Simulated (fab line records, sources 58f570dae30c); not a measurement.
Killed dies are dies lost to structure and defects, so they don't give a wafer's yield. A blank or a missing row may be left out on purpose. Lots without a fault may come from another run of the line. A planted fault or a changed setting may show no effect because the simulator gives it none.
Which tool did it? | flow berkeley_cmos170 | 13 lots, 37 wafers sampled, at 5 steps of a route of 331

WHAT THE GAUGES READ, wafer by wafer
UCB170_SCREENOX_THK_MEAS_02. Usual: SCREENOX_OXIDE_THK 14.4 nm, standard deviation 0.31.
lot  | measured    | on            | SCREENOX_OXIDE_THK (nm) | flag
L830 | day 5 12:51 | film_metro-01 | 14.9 14.7 15.0          |
L832 | day 5 12:52 | film_metro-02 | 14.6 14.8 15.0          |
L834 | day 6 11:09 | film_metro-01 | 14.0 14.2 14.0          |
L837 | day 6 22:43 | film_metro-03 | 14.5 14.7 14.2          |
L839 | day 7 12:15 | film_metro-01 | 14.2 13.8 13.8          |
L840 | day 7 12:16 | film_metro-03 | 14.3 14.0 14.3          |
L841 | day 7 12:19 | film_metro-01 | 14.5 14.4 14.2          |
L842 | day 8 01:10 | film_metro-02 | 14.2                    |
L846 | day 8 17:17 | film_metro-03 | 14.2 14.0 14.1          |
L847 | day 8 17:17 | film_metro-01 | 14.5 14.3 14.3          |
L848 | day 9 11:34 | film_metro-03 | 14.5 14.4 14.5          |
L849 | day 9 11:39 | film_metro-03 | 14.4 14.3 14.5          |
L850 | day 9 21:28 | film_metro-02 | 14.1 14.4 14.6          |

UCB170_V1_THK_MEAS_01. Usual: V1_TEOS_THK 1996 nm, standard deviation 25.
lot  | measured     | on            | V1_TEOS_THK (nm) | flag
L830 | day 7 10:45  | film_metro-04 | 1998 2040 2024   |
L832 | day 7 10:46  | film_metro-01 | 1996 2003 2024   |
L834 | day 8 19:10  | film_metro-02 | 1952 2014 2025   |
L837 | day 8 23:05  | film_metro-04 | 1965 1993 1989   |
L839 | day 9 15:32  | film_metro-04 | 2026 2015 2008   |
L840 | day 9 15:32  | film_metro-01 | 1986 2042 2039   |
L841 | day 9 15:32  | film_metro-02 | 1945 1976 1997   |
L842 | day 10 14:13 | film_metro-02 | 1678             | OFF
L846 | day 10 20:28 | film_metro-02 | 1965 1967 1987   |
L847 | day 10 20:28 | film_metro-04 | 2002 1990 2018   |
L848 | day 11 08:54 | film_metro-04 | 1974 2020 1984   |
L849 | day 11 08:55 | film_metro-02 | 1991 2024 2017   |
L850 | day 11 17:28 | film_metro-04 | 1935 2010 1975   |

UCB170_M2_CD_MEAS_15: target cd 700 nm. Usual: cd_nm 700.2 nm, standard deviation 1.4.
lot  | measured     | on        | cd_nm (nm)        | flag
L830 | day 7 15:11  | cd_sem-02 | 701.0 698.8 699.9 |
L832 | day 7 15:54  | cd_sem-01 | 699.1 699.2 700.8 |
L834 | day 9 00:20  | cd_sem-02 | 703.3 702.2 702.7 |
L837 | day 9 04:01  | cd_sem-02 | 698.9 699.7 700.4 |
L839 | day 9 21:46  | cd_sem-01 | 701.5 700.7 699.7 |
L840 | day 9 21:11  | cd_sem-01 | 699.8 699.5 697.9 |
L841 | day 9 20:37  | cd_sem-01 | 701.5 701.7 700.2 |
L842 | day 10 18:15 | cd_sem-01 | 698.8             |
L846 | day 11 02:44 | cd_sem-01 | 699.1 700.3 698.3 |
L847 | day 11 02:30 | cd_sem-02 | 701.7 702.3 701.1 |
L848 | day 11 13:54 | cd_sem-01 | 697.8 698.7 698.0 |
L849 | day 11 13:25 | cd_sem-02 | 699.2 698.8 699.8 |
L850 | day 11 22:43 | cd_sem-01 | 699.7 700.8 699.8 |

WHICH TOOL RAN EACH LOT (tool, then ch and the chambers of the sampled wafers, then the start)
lot  | UCB170_NSD_STRIP_09                  | UCB170_V1_CVD_00
L830 | plasma_asher-03 ch 0,1, day 6 20:48  | pecvd-02 ch 0,1, day 7 10:35
L832 | plasma_asher-01 ch 0,1, day 6 21:11  | pecvd-04 ch 1,2, day 7 10:35
L834 | plasma_asher-04 ch 0,1, day 8 02:11  | pecvd-04 ch 0,1,2, day 8 19:01
L837 | plasma_asher-03 ch 0,1, day 8 09:25  | pecvd-02 ch 0,1,2, day 8 22:55
L839 | plasma_asher-03 ch 0, day 9 01:16    | pecvd-01 ch 0,1,2, day 9 15:22
L840 | plasma_asher-04 ch 0,1, day 9 01:43  | pecvd-02 ch 0,1,2, day 9 15:22
L841 | plasma_asher-04 ch 0,1, day 9 00:25  | pecvd-04 ch 0,1,2, day 9 15:22
L842 | plasma_asher-04 ch 1, day 9 12:25    | pecvd-02 ch 0, day 10 14:06
L846 | plasma_asher-01 ch 0,1, day 10 05:43 | pecvd-01 ch 0,1,2, day 10 20:19
L847 | plasma_asher-03 ch 0, day 10 05:22   | pecvd-04 ch 0,2, day 10 20:19
L848 | plasma_asher-01 ch 1, day 10 17:56   | pecvd-04 ch 1,2, day 11 08:44
L849 | plasma_asher-04 ch 0,1, day 10 18:14 | pecvd-01 ch 0,2, day 11 08:44
L850 | plasma_asher-03 ch 0, day 11 04:05   | pecvd-04 ch 1,2, day 11 17:16
- UCB170_NSD_STRIP_09: strips in O2.
- UCB170_V1_CVD_00: deposits SiO2 from TEOS/O2, target thk 2000 nm, time 250 s.

WHAT THE TOOLS THEMSELVES READ (means of the sampled wafers that have a number; where no wafer has one, the mark that the record gives instead)
UCB170_NSD_STRIP_09. Usual: chamber_pressure_mTorr 3499 mTorr, standard deviation 3.3; drypump_motor_current_A 5.3 A, standard deviation 0.35; oes_product_au 0.534 a.u., standard deviation 0.0044; strip_time_to_endpoint_s 35.84 s, standard deviation 0.083.
lot  | tool            | chamber_pressure_mTorr (mTorr) | drypump_motor_current_A (A) | oes_product_au (a.u.) | strip_time_to_endpoint_s (s) | flag
L830 | plasma_asher-03 | 3499                           | 5.3                         | 0.526                 | 35.84                        |
L832 | plasma_asher-01 | 3498                           | 5.4                         | 0.534                 | 35.71                        |
L834 | plasma_asher-04 | 3501                           | 5.0                         | 0.534                 | 35.80                        |
L837 | plasma_asher-03 | 3498                           | 5.3                         | 0.536                 | 35.86                        |
L839 | plasma_asher-03 | 3498                           | 5.4                         | 0.532                 | 35.80                        |
L840 | plasma_asher-04 | 3498                           | 5.2                         | 0.530                 | 35.83                        |
L841 | plasma_asher-04 | 3497                           | 5.2                         | 0.536                 | 35.92                        |
L842 | plasma_asher-04 | 3499                           | 5.5                         | 0.537                 | 35.85                        |
L846 | plasma_asher-01 | 3500                           | 5.7                         | 0.533                 | 36.05                        |
L847 | plasma_asher-03 | 3502                           | 5.4                         | 0.533                 | 35.78                        |
L848 | plasma_asher-01 | 3501                           | 5.9                         | 0.532                 | 35.86                        |
L849 | plasma_asher-04 | 3499                           | 5.0                         | 0.534                 | 35.90                        |
L850 | plasma_asher-03 | 3498                           | 5.4                         | 0.533                 | 35.97                        |

UCB170_V1_CVD_00. Usual: heater_power_w 246 W, standard deviation 56; rf_fwd_power_W 548.6 W, standard deviation 1.6; run_length_s 277.8 s, standard deviation 0.43.
lot  | tool     | heater_power_w (W) | rf_fwd_power_W (W) | run_length_s (s) | flag
L830 | pecvd-02 | 316                | 547.6              | 278.0            |
L832 | pecvd-04 | 179                | 548.0              | 277.8            |
L834 | pecvd-04 | 202                | 548.9              | 277.9            |
L837 | pecvd-02 | 306                | 548.7              | 278.1            |
L839 | pecvd-01 | 245                | 548.8              | 277.6            |
L840 | pecvd-02 | 297                | 547.2              | 277.7            |
L841 | pecvd-04 | 249                | 551.8              | 277.7            |
L842 | pecvd-02 | 249                | -                  | 235.9            | OFF
L846 | pecvd-01 | 233                | 547.7              | 278.2            |
L847 | pecvd-04 | 223                | 548.3              | 277.6            |
L848 | pecvd-04 | 183                | 548.9              | 278.0            |
L849 | pecvd-01 | 227                | 548.0              | 277.6            |
L850 | pecvd-04 | 190                | 549.0              | 278.0            |

THE ANSWER, worked out from the rows above alone
Rule: a lot is off if the mean of its wafers that have a number lies more than 3 standard deviations from the usual mean. A lot without any number at a reading at which 4 lots or more have one is off too. The other lots that the step has rows for count as sound. The gauges are gone through in route order, then the tools' own readings, and for those a lot's mean is taken as printed above. The first step at which some lot is off is used, and at that step the reading that is off furthest; a lot without a number counts as furthest.
Off: L842, at UCB170_V1_THK_MEAS_01 (V1_TEOS_THK).
A tool fits if, at a process step before that reading, it ran every lot that is off, and no sound lot after the first of them. The gauges at UCB170_V1_THK_MEAS_01 aren't tried: what is off there is off at UCB170_V1_CVD_00 too, on other tools, and a gauge's error can't cause that. One fits: pecvd-02 at UCB170_V1_CVD_00. Its last sound lot is L840 (day 9 15:22), its first lot that is off L842 (day 10 14:06): a fault that began between those two fits.
The tool's own readings at UCB170_V1_CVD_00 bear it out: on the lots that are off they differ by more than 5 times the standard deviation of the sound lots' means. run_length_s reads 235.9 s there against 277.9 s on the sound lots.
Blank at UCB170_V1_CVD_00 on the lots that are off, where sound lots have numbers: rf_fwd_power_W.

WHAT THE SIMULATOR HAD PUT IN
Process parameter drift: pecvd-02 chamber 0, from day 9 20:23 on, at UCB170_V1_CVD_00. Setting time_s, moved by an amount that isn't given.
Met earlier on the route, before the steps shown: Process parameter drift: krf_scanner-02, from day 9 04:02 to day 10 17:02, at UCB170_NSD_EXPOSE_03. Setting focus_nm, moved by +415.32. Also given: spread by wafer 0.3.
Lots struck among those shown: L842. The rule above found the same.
